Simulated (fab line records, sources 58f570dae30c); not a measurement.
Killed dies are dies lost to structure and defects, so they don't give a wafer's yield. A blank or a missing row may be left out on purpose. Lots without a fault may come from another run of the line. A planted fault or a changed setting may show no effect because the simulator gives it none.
A struck lot beside a sound one | flow berkeley_cmos170 | 15 steps out of a route of 331
Sound: wafers L366.3, L366.4, L366.5. Struck: wafers L381.1, L381.2, L381.4. The cause comes at the end.
At each step with rows: each side's tool, then ch and its chambers, then its first start. Under that, the readings that differ: sound wafers | struck wafers | difference of the means | sigmas: that difference in standard deviations of wafers without a fault.
alike: readings whose means differ by less than 2 such deviations, and words and numbers that are the same on both sides. not compared: withheld readings, readings that some wafer has no value for, bounds like >300 that may hide the same value, and numbers for which the record gives no deviation and whose values overlap.
The two part at a step that has a row with sigmas, a row that says differs or no value, or rows on one side only. Numbers that don't overlap but have no deviation are shown without sigmas and don't part them. A reading that every wafer of one side lacks parts them only if that side has two wafers or more.

first, 4 steps without rows for these wafers: UCB170_NSD_SOFTBAKE_02 (time 60 s); UCB170_NSD_EXPOSE_03 (exposes mask NSELECT MOD, target cd 1200 nm); UCB170_NSD_PEB_04; UCB170_NSD_DEVELOP_05 (develop time 45 s).
UCB170_NSD_CD_MEAS_06: target cd 1200 nm.
  sound on cd_sem-02, day 8 03:10; struck on cd_sem-01, day 10 20:00
  alike: cd_nm
UCB170_NSD_OVL_MEAS_07:
  sound on overlay-01, day 8 03:16; struck on overlay-02, day 10 20:07
  alike: NSD_OVL
then, 1 step without rows for these wafers: UCB170_NSD_IMPLANT_08.
UCB170_NSD_STRIP_09: strips in O2.
  sound on plasma_asher-04 ch 0,1, day 8 03:28; struck on plasma_asher-04 ch 0,1, day 10 20:18
  alike: drypump_motor_current_A, oes_product_au, strip_time_to_endpoint_s
  not compared: rf_hours_counter_h
UCB170_NSD_TW_MEAS_10:
  sound on film_metro-04, day 8 03:36; struck on film_metro-03, day 10 20:24
  alike: NSD_TW
then, 3 steps without rows for these wafers: UCB170_NSD_CLEAN_11 (cleans in SPM, time 600 s); UCB170_BACKSIDE_HMDS_00 (prime time 60 s); UCB170_BACKSIDE_COAT_01 (resist thk 900 nm).
UCB170_BACKSIDE_SOFTBAKE_02: time 60 s.
  sound on litho_track-03 ch 0, day 8 04:23; struck on litho_track-03 ch 0, day 10 20:56
  reading          | sound             | struck            | difference | sigmas
  run_length_s (s) | 89.23 89.30 89.20 | 96.41 96.28 95.99 | +6.98      | +47
  alike: resist_line_temp_C
UCB170_BACKSIDE_STRIP_03: strips in O2.
  sound on plasma_asher-03 ch 0,1, day 8 04:31; struck on plasma_asher-02 ch 0,1, day 10 21:05
  reading                     | sound       | struck      | difference | sigmas
  drypump_motor_current_A (A) | 5.8 5.3 5.3 | 6.3 6.2 6.3 | +0.8       | +2
  alike: oes_product_au, strip_time_to_endpoint_s
  not compared: rf_hours_counter_h
UCB170_M3_PROBE_99:
  the record has rows for the sound wafers here (prober-01, day 9 00:13) and none for the struck ones

WHERE THEY PART
First at UCB170_BACKSIDE_SOFTBAKE_02; last, within this record, at UCB170_M3_PROBE_99.

WHY: what the simulator had put in
Process parameter drift: litho_track-03, from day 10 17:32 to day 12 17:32, at UCB170_BACKSIDE_SOFTBAKE_02. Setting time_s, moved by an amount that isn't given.
